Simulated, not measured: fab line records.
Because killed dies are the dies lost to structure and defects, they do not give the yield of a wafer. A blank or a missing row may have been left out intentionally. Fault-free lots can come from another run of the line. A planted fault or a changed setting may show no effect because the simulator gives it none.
fab line records ; flow rit_cmos
record: lots: 7; wafers: 21; last_day: 7
route steps=202 shown ACTIVE@14 FOX1@20 FOX2@23 NWELL@28 PWELL@39 WELLDRIVE@50 NRETRO@53 GATE@79
lots that met no fault: from a run of the same line without faults
start_h: start of the lot's first displayed wafer, in hours after the record's first day ; wait_h: hours since the lot's step before ; " same as the row above ; L1.1+2: one row covering several wafers at once ; - no value present, or no start provided ; * or withheld: withheld ; < > ~ a bound
route shown NAME@n: a module of which the file shows steps, and the number in the route of the first ; usual: mean and standard deviation over wafers with no fault ; same: alike in all rows ; chamber/n: place in a boat ; sites: readings site by site ; _std_site: standard deviation of those values ; _edge_site: mean of outer sites minus mean of inner sites ; radius_mm: how far each site lies from the wafer's centre ; mask NAME#n: copy n ; behind: the last tool/chamber to shape the wafer ; hold: the reason the lot was held/the length of the hold in hours/how it ended ; device: whichever transistor did not switch (one of n, p or np) ; end of line: the same wafers' tests at the end of the route ; where a step has no rows: the recipe by itself ; killed: dies that structure and defects cost at the first sort, which is not the same as the wafer's yield ; map: a wafer's dies, marking killed ones x, the rest . and places with no die _
set.NAME: the setting as run; set.NAME@STEP: as run at that earlier step ; model.NAME: the simulator's own value behind a step, which no gauge read
certain route steps with their lots: each step a table, each wafer a row
services: when a tool's chamber went out of use (start_h, in hours from the record's first day, below 0 if earlier), for how many hours, and the reason
== steps ==
step: RIT_ACTIVE_ETCH_13
recipe: stop_on: SiO2; chemistry: SF6; target: Si3N4; time_s: 210; over_etch_frac: 0.4; SF6_flow_sccm: 200; pressure_mtorr: 260; rf_w: 125; target_depth_a: 2100
usual: SF6_flow_sccm: 200.0/0.59; chamber_pressure_mTorr: 260.01/0.24; drypump_motor_current_A: 5.7/0.57; oes_product_au: 0.820/0.011; throttle_valve_pct: 7.50/0.13
lot.wafer;tool;chamber;start_h;wait_h;SF6_flow_sccm;chamber_pressure_mTorr;drypump_motor_current_A;oes_product_au;rf_hours_counter_h;throttle_valve_pct
L464.3;rie_diel-02;2;51.82;0.1;199.7;260.41;5.6;0.822;5;7.51
L464.4;rie_diel-02;0;51.82;0.1;200.3;259.88;6.5;0.811;35;7.39
L464.6;rie_diel-02;0;51.82;0.1;201.5;259.85;6.5;0.814;-;7.39
L474.1;rie_diel-03;0;100.72;0.1;200.3;259.42;5.6;0.826;31;7.62
L474.4;rie_diel-03;3;100.72;0.1;199.4;259.89;5.5;0.845;-;7.72
L474.6;rie_diel-03;0;100.72;0.1;200.0;259.42;5.5;0.840;-;7.62
L475.3;rie_diel-04;0;107.33;0.1;200.5;260.34;6.3;0.812;136;7.41
L475.4;rie_diel-04;1;107.33;0.1;199.6;260.14;4.7;0.818;73;7.50
L475.5;rie_diel-04;2;107.33;0.1;200.3;260.34;5.4;0.825;-;7.65
L476.2;rie_diel-02;3;109.86;0.1;199.8;259.97;6.2;0.819;22;7.47
L476.4;rie_diel-02;0;109.86;0.1;201.0;260.11;6.5;0.823;36;7.38
L476.6;rie_diel-02;1;109.86;0.1;199.8;259.65;4.9;0.829;-;7.55
L477.4;rie_diel-04;1;115.07;0.1;198.3;260.15;4.7;0.810;73;7.50
L477.5;rie_diel-04;2;115.07;0.1;199.7;260.01;5.3;0.810;-;7.64
L477.6;rie_diel-04;1;115.07;0.1;198.6;259.58;4.7;0.814;-;7.50
L478.1;rie_diel-04;2;120.35;0.1;200.2;259.70;5.4;0.818;106;7.63
L478.2;rie_diel-04;1;120.35;0.1;200.3;260.33;4.7;0.811;73;7.50
L478.3;rie_diel-04;3;120.35;0.1;199.8;260.44;6.4;0.810;4;7.23
L480.2;rie_diel-02;3;129.71;0.1;199.9;259.85;6.2;0.818;23;7.47
L480.3;rie_diel-02;0;129.71;0.1;199.2;260.19;6.5;0.802;36;7.39
L480.4;rie_diel-02;2;129.71;0.1;200.1;259.74;5.6;0.822;6;7.53
step: RIT_ACTIVE_STRIP_14
recipe: chemistry: O2; time_s: 180; resist: NOVOLAK; platen_temp_c: withheld; power_w: 500; pressure_mtorr: 4000; o2_flow_sccm: 4000
usual: drypump_motor_current_A: 6.1/0.56; o2_flow_sccm: 4000/12
lot.wafer;tool;chamber;start_h;wait_h;drypump_motor_current_A;o2_flow_sccm;rf_hours_counter_h
L464.3;plasma_asher-01;1;52.01;0.1;5.6;3999;-
L464.4;plasma_asher-01;0;52.01;0.1;6.8;4017;-
L464.6;plasma_asher-01;0;52.01;0.1;6.8;3998;-
L474.1;plasma_asher-04;1;100.85;0.1;5.2;3996;49
L474.4;plasma_asher-04;0;100.85;0.1;6.3;4000;-
L474.6;plasma_asher-04;0;100.85;0.1;6.3;3991;-
L475.3;plasma_asher-02;1;107.52;0.1;6.6;3993;-
L475.4;plasma_asher-02;0;107.52;0.1;6.1;4019;-
L475.5;plasma_asher-02;1;107.52;0.1;6.6;4020;-
L476.2;plasma_asher-02;0;109.99;0.1;6.1;3987;31
L476.4;plasma_asher-02;1;109.99;0.1;6.6;3994;-
L476.6;plasma_asher-02;1;109.99;0.1;6.6;4012;-
L477.4;plasma_asher-02;0;115.27;0.1;6.1;4008;-
L477.5;plasma_asher-02;1;115.27;0.1;6.6;4009;-
L477.6;plasma_asher-02;0;115.27;0.1;6.1;3985;-
L478.1;plasma_asher-04;1;120.49;0.1;5.2;3984;0
L478.2;plasma_asher-04;0;120.49;0.1;6.3;4013;0
L478.3;plasma_asher-04;0;120.49;0.1;6.3;3994;-
L480.2;plasma_asher-02;0;129.84;0.1;6.1;4002;33
L480.3;plasma_asher-02;1;129.84;0.1;6.6;3998;-
L480.4;plasma_asher-02;0;129.84;0.1;6.1;3991;-
step: RIT_ACTIVE_CD_MEAS_90
recipe: target_cd_nm: 1400
usual: cd_nm: 1400.2/2.3
lot.wafer;tool;chamber;start_h;wait_h;cd_nm
L464.3;cd_sem-01;-;52.17;0.1;1394.6
L464.4;cd_sem-01;-;52.17;0.1;1396.1
L464.6;cd_sem-01;-;52.17;0.1;1395.5
L474.1;cd_sem-01;-;101.03;0.1;1401.9
L474.4;cd_sem-01;-;101.03;0.1;1401.7
L474.6;cd_sem-01;-;101.03;0.1;1400.5
L475.3;cd_sem-02;-;107.68;0.1;1397.9
L475.4;cd_sem-02;-;107.68;0.1;1398.6
L475.5;cd_sem-02;-;107.68;0.1;1396.5
L476.2;cd_sem-02;-;110.18;0.1;1404.8
L476.4;cd_sem-02;-;110.18;0.1;1401.4
L476.6;cd_sem-02;-;110.18;0.1;1401.5
L477.4;cd_sem-02;-;115.44;0.1;1400.4
L477.5;cd_sem-02;-;115.44;0.1;1400.4
L477.6;cd_sem-02;-;115.44;0.1;1401.2
L478.1;cd_sem-02;-;120.66;0.1;1402.0
L478.2;cd_sem-02;-;120.66;0.1;1400.1
L478.3;cd_sem-02;-;120.66;0.1;1404.1
L480.2;cd_sem-01;-;130.04;0.1;1401.8
L480.3;cd_sem-01;-;130.04;0.1;1401.5
L480.4;cd_sem-01;-;130.04;0.1;1400.4
step: RIT_ACTIVE_CLEAN_15
recipe: chemistry: SC1; mix: 3:3:50; time_s: 600; temp_c: 75
step: RIT_ACTIVE_CLEAN_16
recipe: chemistry: dHF; dilution: 50:1; time_s: 30
step: RIT_ACTIVE_CLEAN_17
recipe: chemistry: SC2; mix: 3:3:50; time_s: 600; temp_c: 75; dry: n2_spin
step: RIT_FOX1_OXIDATION_00
recipe: temp_c: 1100; ambient: H2O; target_thk_a: 3507; p_h2o_torr: 720; ox_time_s: 1130
step: RIT_FOX1_THK_MEAS_01
recipe: reads: SiO2_of_FOX1_OXIDATION_00
usual: FOX1_OXIDE_THK: 356/7.4
lot.wafer;tool;chamber;start_h;wait_h;FOX1_OXIDE_THK[nm]
L464.3;film_metro-04;-;54.21;0.0;363
L464.4;film_metro-04;-;54.21;0.0;358
L464.6;film_metro-04;-;54.21;0.0;364
L474.1;film_metro-01;-;104.95;0.0;349
L474.4;film_metro-01;-;104.95;0.0;345
L474.6;film_metro-01;-;104.95;0.0;351
L475.3;film_metro-01;-;110.25;0.0;353
L475.4;film_metro-01;-;110.25;0.0;355
L475.5;film_metro-01;-;110.25;0.0;354
L476.2;film_metro-01;-;113.25;0.0;349
L476.4;film_metro-01;-;113.25;0.0;359
L476.6;film_metro-01;-;113.25;0.0;350
L477.4;film_metro-04;-;118.89;0.0;362
L477.5;film_metro-04;-;118.89;0.0;359
L477.6;film_metro-04;-;118.89;0.0;359
L478.1;film_metro-03;-;123.37;0.0;357
L478.2;film_metro-03;-;123.37;0.0;361
L478.3;film_metro-03;-;123.37;0.0;354
L480.2;film_metro-03;-;132.24;0.0;357
L480.3;film_metro-03;-;132.24;0.0;362
L480.4;film_metro-03;-;132.24;0.0;353
step: RIT_FOX1_WET_ETCH_02
recipe: chemistry: BOE; target_depth_nm: 350; time_s: 390; temp_c: 21.5; dry: n2_spin; dilution: 10:1; target: SiO2
step: RIT_FOX2_OXIDATION_00
recipe: temp_c: 1100; ambient: H2O; target_thk_a: 3507; p_h2o_torr: 720; ox_time_s: 1130
step: RIT_FOX2_THK_MEAS_01
recipe: reads: SiO2_of_FOX2_OXIDATION_00
usual: FOX2_OXIDE_THK: 358/6.3
lot.wafer;tool;chamber;start_h;wait_h;FOX2_OXIDE_THK[nm]
L464.3;film_metro-01;-;55.78;0.0;365
L464.4;film_metro-01;-;55.78;0.0;370
L464.6;film_metro-01;-;55.78;0.0;365
L474.1;film_metro-01;-;106.56;0.0;355
L474.4;film_metro-01;-;106.56;0.0;345
L474.6;film_metro-01;-;106.56;0.0;354
L475.3;film_metro-01;-;114.32;0.0;351
L475.4;film_metro-01;-;114.32;0.0;363
L475.5;film_metro-01;-;114.32;0.0;360
L476.2;film_metro-01;-;115.62;0.0;361
L476.4;film_metro-01;-;115.62;0.0;359
L476.6;film_metro-01;-;115.62;0.0;359
L477.4;film_metro-04;-;120.38;0.0;359
L477.5;film_metro-04;-;120.38;0.0;354
L477.6;film_metro-04;-;120.38;0.0;355
L478.1;film_metro-02;-;124.86;0.0;355
L478.2;film_metro-02;-;124.86;0.0;355
L478.3;film_metro-02;-;124.86;0.0;347
L480.2;film_metro-01;-;133.74;0.0;356
L480.3;film_metro-01;-;133.74;0.0;352
L480.4;film_metro-01;-;133.74;0.0;357
step: RIT_FOX2_CLEAN_02
recipe: chemistry: dHF; dilution: 50:1; time_s: 180
step: RIT_FOX2_WET_ETCH_03
recipe: chemistry: H3PO4; target: Si3N4; target_depth_nm: 195; temp_c: 165; time_s: 2700
usual: bath_guard_temp_C: 165.1/0.41; bath_heat_duty_pct: 27/3.1
lot.wafer;tool;chamber;start_h;wait_h;bath_guard_temp_C;bath_heat_duty_pct;model.Si3N4_of_ACTIVE_CVD_03.thk_nm;model.SiO2_of_FOX2_OXIDATION_00.thk_nm;model.SiO2_of_ACTIVE_OXIDATION_01.thk_nm
L464.3;wet_bench-02;0;55.87;0.0;165.1;24;0;338;41.46
L464.4;wet_bench-02;0;55.87;0.0;165.3;24;0;342.4;38.76
L464.6;wet_bench-02;0;55.87;0.0;165.1;22;0;337.3;38.73
L474.1;wet_bench-04;3;106.68;0.0;-;-;129.6;337.9;45.13
L474.4;wet_bench-04;3;106.68;0.0;-;-;131.2;328.5;40.95
L474.6;wet_bench-04;3;106.68;0.0;-;-;130.8;337;45.41
L475.3;wet_bench-01;2;114.41;0.0;-;-;132.2;334.7;48.74
L475.4;wet_bench-01;2;114.41;0.0;-;-;132.7;346.8;48.65
L475.5;wet_bench-01;2;114.41;0.0;-;-;132.8;343.8;48.06
L476.2;wet_bench-01;2;115.73;0.0;-;-;132.2;344.3;47.01
L476.4;wet_bench-01;2;115.73;0.0;-;-;132.5;342.8;43.66
L476.6;wet_bench-01;2;115.73;0.0;-;-;131.4;342.7;47.48
L477.4;wet_bench-04;0;120.47;0.0;165.7;31;0;331.9;40.82
L477.5;wet_bench-04;0;120.47;0.0;165.8;32;0;326.8;41.3
L477.6;wet_bench-04;0;120.47;0.0;165.6;31;0;328.2;41.13
L478.1;wet_bench-01;1;124.98;0.0;165.4;24;0;326.9;41.59
L478.2;wet_bench-01;1;124.98;0.0;164.9;26;0;327.3;41.17
L478.3;wet_bench-01;1;124.98;0.0;164.8;27;0;319.6;41.63
L480.2;wet_bench-04;1;133.85;0.0;165.8;28;0;328.9;41.04
L480.3;wet_bench-04;1;133.85;0.0;165.5;26;0;325;38.18
L480.4;wet_bench-04;1;133.85;0.0;165.4;29;0;330.4;41.23
step: RIT_NWELL_HMDS_00
recipe: prime_time_s: 60; prime_temp_c: 140
step: RIT_NWELL_COAT_01
recipe: resist: NOVOLAK; spin_rpm: 2000; resist_thk_nm: 1300
step: RIT_NWELL_SOFTBAKE_02
recipe: resist: NOVOLAK; temp_c: 90; time_s: 60
step: RIT_NWELL_EXPOSE_03
recipe: mask_id: M2; na: 0.57; target_cd_nm: 43900; dose_mj: 250
step: RIT_NWELL_PEB_04
recipe: resist: NOVOLAK; temp_c: withheld; time_s: withheld
step: RIT_NWELL_DEVELOP_05
recipe: resist: NOVOLAK; develop_time_s: 68; dev_temp_c: 23
step: RIT_NWELL_OVL_MEAS_06
usual: NWELL_OVL: -0.2/1.3
lot.wafer;tool;chamber;start_h;wait_h;NWELL_OVL[nm]
L464.3;overlay-02;-;57.58;-;-0.5
L464.4;overlay-02;-;57.58;-;-1.9
L464.6;overlay-02;-;57.58;-;-0.6
L474.1;overlay-01;-;109.26;-;-0.4
L474.4;overlay-01;-;109.26;-;0.9
L474.6;overlay-01;-;109.26;-;-0.6
L475.3;overlay-01;-;116.19;-;-1.2
L475.4;overlay-01;-;116.19;-;-2.0
L475.5;overlay-01;-;116.19;-;-2.4
L476.2;overlay-01;-;117.56;-;-0.4
L476.4;overlay-01;-;117.56;-;-1.1
L476.6;overlay-01;-;117.56;-;0.1
L477.4;overlay-01;-;123.07;-;-1.9
L477.5;overlay-01;-;123.07;-;-1.4
L477.6;overlay-01;-;123.07;-;-2.2
L478.1;overlay-01;-;126.80;-;2.0
L478.2;overlay-01;-;126.80;-;0.6
L478.3;overlay-01;-;126.80;-;1.5
L480.2;overlay-01;-;136.38;-;0.4
L480.3;overlay-01;-;136.38;-;-1.3
L480.4;overlay-01;-;136.38;-;-0.8
step: RIT_NWELL_HARDBAKE_07
recipe: resist: NOVOLAK; temp_c: 140; time_s: 120
step: RIT_NWELL_IMPLANT_08
recipe: species: P; energy_kev: 170; dose_cm2: 4.91e+13; tilt_deg: 7
step: RIT_NWELL_STRIP_09
recipe: chemistry: O2; time_s: 180; resist: NOVOLAK; platen_temp_c: withheld; power_w: 500; pressure_mtorr: 4000; o2_flow_sccm: 4000
usual: drypump_motor_current_A: 5.8/0.64; o2_flow_sccm: 3999/13
lot.wafer;tool;chamber;start_h;wait_h;drypump_motor_current_A;o2_flow_sccm;rf_hours_counter_h
L464.3;plasma_asher-04;1;58.07;0.1;5.1;3996;-
L464.4;plasma_asher-04;0;58.07;0.1;6.3;3997;-
L464.6;plasma_asher-04;0;58.07;0.1;6.3;4004;-
L474.1;plasma_asher-03;1;109.70;0.1;4.9;3998;45
L474.4;plasma_asher-03;0;109.70;0.1;6.2;3997;-
L474.6;plasma_asher-03;1;109.70;0.1;4.9;3989;-
L475.3;plasma_asher-01;0;116.67;0.1;6.8;3998;-
L475.4;plasma_asher-01;1;116.67;0.1;5.6;4016;-
L475.5;plasma_asher-01;0;116.67;0.1;6.7;3993;-
L476.2;plasma_asher-04;0;117.99;0.1;6.3;4016;0
L476.4;plasma_asher-04;0;117.99;0.1;6.3;4013;-
L476.6;plasma_asher-04;1;117.99;0.1;5.1;4007;-
L477.4;plasma_asher-01;0;123.54;0.1;6.7;3982;-
L477.5;plasma_asher-01;0;123.54;0.1;6.7;3998;-
L477.6;plasma_asher-01;1;123.54;0.1;5.6;4017;-
L478.1;plasma_asher-04;1;127.24;0.1;5.2;4011;1
L478.2;plasma_asher-04;0;127.24;0.1;6.3;4008;1
L478.3;plasma_asher-04;0;127.24;0.1;6.3;4005;-
L480.2;plasma_asher-01;1;136.81;0.1;5.6;3997;50
L480.3;plasma_asher-01;1;136.81;0.1;5.7;3979;-
L480.4;plasma_asher-01;0;136.81;0.1;6.7;4031;-
step: RIT_NWELL_TW_MEAS_10
usual: NWELL_TW: 2144/16
lot.wafer;tool;chamber;start_h;wait_h;NWELL_TW
L464.3;film_metro-01;-;58.20;0.1;2139
L464.4;film_metro-01;-;58.20;0.1;2144
L464.6;film_metro-01;-;58.20;0.1;2138
L474.1;film_metro-01;-;109.87;0.1;2149
L474.4;film_metro-01;-;109.87;0.1;2154
L474.6;film_metro-01;-;109.87;0.1;2142
L475.3;film_metro-02;-;116.81;0.1;2161
L475.4;film_metro-02;-;116.81;0.1;2164
L475.5;film_metro-02;-;116.81;0.1;2171
L476.2;film_metro-01;-;118.17;0.1;2137
L476.4;film_metro-01;-;118.17;0.1;2153
L476.6;film_metro-01;-;118.17;0.1;2139
L477.4;film_metro-03;-;123.69;0.1;2162
L477.5;film_metro-03;-;123.69;0.1;2155
L477.6;film_metro-03;-;123.69;0.1;2159
L478.1;film_metro-02;-;127.42;0.1;2165
L478.2;film_metro-02;-;127.42;0.1;2153
L478.3;film_metro-02;-;127.42;0.1;2160
L480.2;film_metro-01;-;136.99;0.1;2143
L480.3;film_metro-01;-;136.99;0.1;2137
L480.4;film_metro-01;-;136.99;0.1;2140
step: RIT_PWELL_HMDS_00
recipe: prime_time_s: 60; prime_temp_c: 140
step: RIT_PWELL_COAT_01
recipe: resist: NOVOLAK; spin_rpm: 2000; resist_thk_nm: 1300
step: RIT_PWELL_SOFTBAKE_02
recipe: resist: NOVOLAK; temp_c: 90; time_s: 60
step: RIT_PWELL_EXPOSE_03
recipe: mask_id: M3; na: 0.57; target_cd_nm: 43700; dose_mj: 250
step: RIT_PWELL_PEB_04
recipe: resist: NOVOLAK; temp_c: withheld; time_s: withheld
step: RIT_PWELL_DEVELOP_05
recipe: resist: NOVOLAK; develop_time_s: 68; dev_temp_c: 23
step: RIT_PWELL_OVL_MEAS_06
usual: PWELL_OVL: 1.1/1.4
lot.wafer;tool;chamber;start_h;wait_h;PWELL_OVL[nm]
L464.3;overlay-01;-;59.26;-;1.4
L464.4;overlay-01;-;59.26;-;0.8
L464.6;overlay-01;-;59.26;-;2.0
L474.1;overlay-02;-;110.94;-;-0.4
L474.4;overlay-02;-;110.94;-;-1.3
L474.6;overlay-02;-;110.94;-;2.2
L475.3;overlay-02;-;117.74;-;0.1
L475.4;overlay-02;-;117.74;-;0.9
L475.5;overlay-02;-;117.74;-;0.9
L476.2;overlay-01;-;119.21;-;1.6
L476.4;overlay-01;-;119.21;-;1.3
L476.6;overlay-01;-;119.21;-;1.2
L477.4;overlay-02;-;124.88;-;3.6
L477.5;overlay-02;-;124.88;-;3.8
L477.6;overlay-02;-;124.88;-;3.2
L478.1;overlay-01;-;128.36;-;-0.4
L478.2;overlay-01;-;128.36;-;-0.1
L478.3;overlay-01;-;128.36;-;2.1
L480.2;overlay-02;-;138.02;-;2.2
L480.3;overlay-02;-;138.02;-;2.0
L480.4;overlay-02;-;138.02;-;4.8
step: RIT_PWELL_HARDBAKE_07
recipe: resist: NOVOLAK; temp_c: 140; time_s: 120
step: RIT_PWELL_IMPLANT_08
recipe: species: B; energy_kev: 170; dose_cm2: 7.06e+13; tilt_deg: 7
step: RIT_PWELL_STRIP_09
recipe: chemistry: O2; time_s: 180; resist: NOVOLAK; platen_temp_c: withheld; power_w: 500; pressure_mtorr: 4000; o2_flow_sccm: 4000
usual: drypump_motor_current_A: 6.0/0.6; o2_flow_sccm: 4001/12
lot.wafer;tool;chamber;start_h;wait_h;drypump_motor_current_A;o2_flow_sccm;rf_hours_counter_h
L464.3;plasma_asher-04;0;59.74;0.1;6.3;4017;-
L464.4;plasma_asher-04;1;59.74;0.1;5.2;3980;-
L464.6;plasma_asher-04;1;59.74;0.1;5.1;4008;-
L474.1;plasma_asher-03;0;111.37;0.1;6.2;3968;46
L474.4;plasma_asher-03;0;111.37;0.1;6.2;3998;-
L474.6;plasma_asher-03;0;111.37;0.1;6.2;3984;-
L475.3;plasma_asher-03;0;118.22;0.1;6.2;4023;-
L475.4;plasma_asher-03;1;118.22;0.1;4.9;4011;-
L475.5;plasma_asher-03;0;118.22;0.1;6.2;4003;-
L476.2;plasma_asher-04;0;119.64;0.1;6.4;4013;0
L476.4;plasma_asher-04;0;119.64;0.1;6.3;3989;-
L476.6;plasma_asher-04;1;119.64;0.1;5.2;3980;-
L477.4;plasma_asher-02;0;125.36;0.1;6.1;4034;-
L477.5;plasma_asher-02;0;125.36;0.1;6.1;4002;-
L477.6;plasma_asher-02;1;125.36;0.1;6.6;3993;-
L478.1;plasma_asher-04;0;128.79;0.1;6.3;3980;1
L478.2;plasma_asher-04;1;128.79;0.1;5.2;3993;1
L478.3;plasma_asher-04;1;128.79;0.1;5.2;4010;-
L480.2;plasma_asher-02;1;138.45;0.1;6.6;4006;34
L480.3;plasma_asher-02;0;138.45;0.1;6.2;4003;-
L480.4;plasma_asher-02;1;138.45;0.1;6.6;3992;-
step: RIT_PWELL_TW_MEAS_10
usual: PWELL_TW: 961/7
lot.wafer;tool;chamber;start_h;wait_h;PWELL_TW
L464.3;film_metro-03;-;59.88;0.1;961
L464.4;film_metro-03;-;59.88;0.1;961
L464.6;film_metro-03;-;59.88;0.1;961
L474.1;film_metro-02;-;111.55;0.1;976
L474.4;film_metro-02;-;111.55;0.1;973
L474.6;film_metro-02;-;111.55;0.1;973
L475.3;film_metro-03;-;118.36;0.1;974
L475.4;film_metro-03;-;118.36;0.1;967
L475.5;film_metro-03;-;118.36;0.1;965
L476.2;film_metro-01;-;119.83;0.1;965
L476.4;film_metro-01;-;119.83;0.1;962
L476.6;film_metro-01;-;119.83;0.1;965
L477.4;film_metro-03;-;125.50;0.1;964
L477.5;film_metro-03;-;125.50;0.1;966
L477.6;film_metro-03;-;125.50;0.1;965
L478.1;film_metro-03;-;128.97;0.1;961
L478.2;film_metro-03;-;128.97;0.1;963
L478.3;film_metro-03;-;128.97;0.1;964
L480.2;film_metro-01;-;138.64;0.1;959
L480.3;film_metro-01;-;138.64;0.1;952
L480.4;film_metro-01;-;138.64;0.1;954
step: RIT_WELLDRIVE_ANNEAL_00
recipe: temp_c: 1100; time_s: 14700; ambient: N2
step: RIT_NRETRO_HMDS_00
recipe: prime_time_s: 60; prime_temp_c: 140
step: RIT_NRETRO_COAT_01
recipe: resist: NOVOLAK; spin_rpm: 1969; resist_thk_nm: 1300
step: RIT_NRETRO_SOFTBAKE_02
recipe: resist: NOVOLAK; temp_c: 90; time_s: 60
step: RIT_GATE_CLEAN_04
recipe: chemistry: dHF; dilution: 50:1; time_s: 60; dry: n2_spin
lot.wafer;tool;chamber;start_h;wait_h;model.SiO2_of_FOX2_OXIDATION_00.thk_nm
L464.3;wet_bench-03;1;69.22;0.0;269.3
L464.4;wet_bench-03;1;69.22;0.0;273.5
L464.6;wet_bench-03;1;69.22;0.0;268.3
L474.1;wet_bench-02;1;121.47;0.0;269.7
L474.4;wet_bench-02;1;121.47;0.0;260.2
L474.6;wet_bench-02;1;121.47;0.0;268.6
L475.3;wet_bench-02;1;127.28;0.0;266.4
L475.4;wet_bench-02;1;127.28;0.0;278.7
L475.5;wet_bench-02;1;127.28;0.0;275.4
L476.2;wet_bench-03;0;129.01;0.0;275.4
L476.4;wet_bench-03;0;129.01;0.0;274.4
L476.6;wet_bench-03;0;129.01;0.0;274.2
L477.4;wet_bench-02;0;134.80;0.0;263.2
L477.5;wet_bench-02;0;134.80;0.0;258.4
L477.6;wet_bench-02;0;134.80;0.0;259.7
L478.1;wet_bench-03;2;138.63;0.0;259.5
L478.2;wet_bench-03;2;138.63;0.0;259.4
L478.3;wet_bench-03;2;138.63;0.0;251.7
L480.2;wet_bench-03;2;148.05;0.0;260.7
L480.3;wet_bench-03;2;148.05;0.0;256.9
L480.4;wet_bench-03;2;148.05;0.0;262
== services ==
tool;chamber;start_h;hours;kind
rie_diel-03;1;30.89;-;clean
rie_diel-03;1;30.89;14.3;scheduled_down
rie_diel-03;1;30.89;14.3;vent_cycle
plasma_asher-02;-;38.91;14.6;pm
plasma_asher-01;-;59.59;11.9;repair
rie_diel-03;0;63.11;2.6;repair
rie_diel-02;-;72.63;2.8;pm
wet_bench-01;-;74.24;1.2;repair
rie_diel-04;-;75.68;0.6;repair
rie_diel-03;2;97.12;7.6;repair
rie_diel-04;1;97.35;7.6;repair
rie_diel-04;0;101.10;4.5;repair
plasma_asher-04;-;101.70;3.8;repair
rie_diel-03;1;102.63;6.6;repair
plasma_asher-04;-;108.75;9.0;pm
plasma_asher-04;0;108.75;9.0;vent_cycle
plasma_asher-04;1;108.75;9.0;vent_cycle
rie_diel-04;3;109.76;2.6;repair
plasma_asher-04;0;117.75;-;clean
plasma_asher-04;1;117.75;-;clean
rie_diel-04;0;121.56;1.8;repair
rie_diel-03;2;139.12;8.5;repair
rie_diel-02;-;146.66;1.0;repair
== key ==
first_sign: step: RIT_FOX2_WET_ETCH_03; reading: tool_record; direction: missing
effect none on later readings
model_effect: step: RIT_FOX2_WET_ETCH_03; value: Si3N4_of_ACTIVE_CVD_03.thk_nm; without: 0; struck: 131.7
model_effect: step: RIT_GATE_CLEAN_04; value: SiO2_of_FOX2_OXIDATION_00.thk_nm; without: 260.9; struck: 271.5
met_at RIT_FOX2_WET_ETCH_03
struck_wafers L474.1,L474.4,L474.6,L475.3,L475.4,L475.5,L476.2,L476.4,L476.6
later_rows_left_out L474.1,L474.4,L474.6,L475.3,L475.4,L475.5,L476.2,L476.4,L476.6
sort_left_out L474.1,L474.4,L474.6,L475.3,L475.4,L475.5,L476.2,L476.4,L476.6
tester_left_out L474,L475,L476
fault: kind: skipped_step_whole; tool: wet_bench-01,wet_bench-04; chamber: -; onset_h: 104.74; steps: RIT_FOX2_WET_ETCH_03; scope: struck_lots_only
tester_left_out: of these lots the tester's yield and bins aren't shown, on N5 and GAA mostly nor the transistor test; their killed dies are dies lost to structure and defects alone, not to doping, threshold or leakage, so they don't give the yield
sort_left_out: the simulated sort isn't trusted on such a fault, so these wafers' sort isn't shown, and their yield isn't known
later_rows_left_out: the simulator's readings of these wafers behind a module that went badly wrong aren't trusted and aren't shown, but for the sort
